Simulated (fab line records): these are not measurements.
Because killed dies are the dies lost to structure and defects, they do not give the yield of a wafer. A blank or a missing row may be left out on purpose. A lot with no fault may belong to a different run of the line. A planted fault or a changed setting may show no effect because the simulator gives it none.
The tool behind it: which one? + flow rit cmos + 21 wafers from 7 lots sampled at 3 of the route's 202 steps

WHAT THE GAUGES READ, wafer by wafer
RIT_CONTACT_THK_MEAS_01.
| lot  | measured    | on            | CONTACT_TEOS_THK (nm) |
|------|-------------|---------------|-----------------------|
| L838 | day 3 11:49 | film metro-01 | 394 386 396           |
| L844 | day 4 20:22 | film metro-02 | 567 398 407           |
| L851 | day 6 00:10 | film metro-02 | 393 403 399           |
| L854 | day 6 16:09 | film metro-04 | 394 404 402           |
| L856 | day 7 00:44 | film metro-01 | 404 402 406           |
| L858 | day 7 12:25 | film metro-04 | 389 400 402           |
| L860 | day 7 21:12 | film metro-01 | 393 399 399           |

WHICH TOOL RAN EACH LOT (tool, then ch and the chambers of the sampled wafers, then the start)
| lot  | RIT_NLDD_SOFTBAKE_02             | RIT_CONTACT_CVD_00             |
|------|----------------------------------|--------------------------------|
| L838 | litho track-04 ch 0, day 3 00:41 | pecvd-01 ch 0,1,2, day 3 11:46 |
| L844 | litho track-03 ch 0, day 4 09:41 | pecvd-03 ch 1,2, day 4 20:18   |
| L851 | litho track-03 ch 0, day 5 14:24 | pecvd-04 ch 0,2, day 6 00:06   |
| L854 | litho track-03 ch 0, day 6 06:46 | pecvd-04 ch 0,1,2, day 6 16:06 |
| L856 | litho track-03 ch 0, day 6 15:06 | pecvd-03 ch 0,1, day 7 00:40   |
| L858 | litho track-04 ch 0, day 7 02:34 | pecvd-01 ch 0,2, day 7 12:22   |
| L860 | litho track-03 ch 0, day 7 11:16 | pecvd-04 ch 1,2, day 7 21:08   |
- RIT_NLDD_SOFTBAKE_02: time 62.36 s.
- RIT_CONTACT_CVD_00: deposits SiO2 from TEOS, target thk 400 nm, time 61 s.

THE ANSWER, worked out from the rows above alone
Rule: the lots themselves supply what counts as usual. Put in order of their means at a reading, lots are off if they are a third of the lots or fewer, leave a main group of 4 or more, and stand apart from it by a gap of 3 or more times the standard deviation of the main group's means; of several such gaps the widest counts. Not used: any main group whose means are identical at the precision the tables above print for the reading. A lot without any number at a reading at which 4 lots or more have one is off too. Any other lot the step has rows for is counted as sound.
Off: at RIT_CONTACT_THK_MEAS_01 (CONTACT_TEOS_THK), L844. The main group: mean 398 nm, standard deviation 3.6.
A tool fits if, at a process step before that reading, it ran every lot that is off, and no sound lot after the first of them. Gauges at RIT_CONTACT_THK_MEAS_01: tried the same way as those tools. No candidate that was tried fits.

WHAT THE SIMULATOR PUT IN
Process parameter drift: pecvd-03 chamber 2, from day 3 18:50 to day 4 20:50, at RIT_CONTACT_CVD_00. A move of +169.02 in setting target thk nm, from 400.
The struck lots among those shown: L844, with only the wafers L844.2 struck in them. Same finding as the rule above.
